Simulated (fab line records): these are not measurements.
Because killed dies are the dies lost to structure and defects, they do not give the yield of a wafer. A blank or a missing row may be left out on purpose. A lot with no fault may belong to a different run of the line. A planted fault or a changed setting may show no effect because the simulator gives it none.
What tool caused it? / flow berkeley-cmos170 / 7 lots, 21 wafers sampled, at 3 steps of a route of 331

## WHAT THE GAUGES READ, wafer by wafer
UCB170_NSD_TW_MEAS_10.
lot=L466; measured=day 6 20:38; on=film-metro-02; NSD_TW=4167 4161 4158
lot=L469; measured=day 7 20:19; on=film-metro-02; NSD_TW=4170 4176 4206
lot=L472; measured=day 8 19:46; on=film-metro-02; NSD_TW=4202 4186 4193
lot=L474; measured=day 9 05:35; on=film-metro-04; NSD_TW=4179 4154 4190
lot=L475; measured=day 9 10:59; on=film-metro-04; NSD_TW=4170 4199 4177
lot=L478; measured=day 9 19:12; on=film-metro-04; NSD_TW=4193 4174 4165
lot=L482; measured=day 10 11:32; on=film-metro-02; NSD_TW=4538 4537 4544

## WHICH TOOL RAN EACH LOT (tool, then ch and the chambers of the sampled wafers, then the start)
lot=L466; UCB170_NSD_IMPLANT_08=implanter-02 ch 0, day 6 20:23; UCB170_NSD_STRIP_09=plasma-asher-02 ch 0,1, day 6 20:32
lot=L469; UCB170_NSD_IMPLANT_08=implanter-02 ch 0, day 7 20:04; UCB170_NSD_STRIP_09=plasma-asher-04 ch 0,1, day 7 20:13
lot=L472; UCB170_NSD_IMPLANT_08=implanter-03 ch 0, day 8 19:31; UCB170_NSD_STRIP_09=plasma-asher-04 ch 0,1, day 8 19:40
lot=L474; UCB170_NSD_IMPLANT_08=implanter-01 ch 0, day 9 05:20; UCB170_NSD_STRIP_09=plasma-asher-03 ch 0,1, day 9 05:29
lot=L475; UCB170_NSD_IMPLANT_08=implanter-01 ch 0, day 9 10:44; UCB170_NSD_STRIP_09=plasma-asher-04 ch 0,1, day 9 10:53
lot=L478; UCB170_NSD_IMPLANT_08=implanter-03 ch 0, day 9 18:59; UCB170_NSD_STRIP_09=plasma-asher-02 ch 0,1, day 9 19:07
lot=L482; UCB170_NSD_IMPLANT_08=implanter-02 ch 0, day 10 11:17; UCB170_NSD_STRIP_09=plasma-asher-03 ch 0,1, day 10 11:26
- UCB170_NSD_IMPLANT_08
- UCB170_NSD_STRIP_09: strips in O2.

## THE ANSWER, worked out from the rows above alone
Rule: the usual values come from the lots themselves. Put in order of their means at a reading, lots are off if they are a third of the lots or fewer, leave a main group of 4 or more, and stand apart from it by a gap of 3 or more times the standard deviation of the main group's means; of several such gaps the widest counts. A main group whose means are all the same, to the digits that the tables above print for the reading, isn't used. A lot without any number at a reading at which 4 lots or more have one is off too. Where the step has rows for the other lots, those lots are counted as sound.
Off: L482, at UCB170_NSD_TW_MEAS_10 (NSD_TW). The main group has a mean of 4179 with a standard deviation of 9.7.
If a tool, at a process step before that reading, ran all the lots that are off and no sound lot after the first of them, it fits. Those tools and the gauges at UCB170_NSD_TW_MEAS_10 are tried in the same way. Can't be told from this: 3 tools fit, implanter-02 at UCB170_NSD_IMPLANT_08, plasma-asher-03 at UCB170_NSD_STRIP_09, film-metro-02 at UCB170_NSD_TW_MEAS_10.

## WHAT HAD BEEN PUT IN BY THE SIMULATOR
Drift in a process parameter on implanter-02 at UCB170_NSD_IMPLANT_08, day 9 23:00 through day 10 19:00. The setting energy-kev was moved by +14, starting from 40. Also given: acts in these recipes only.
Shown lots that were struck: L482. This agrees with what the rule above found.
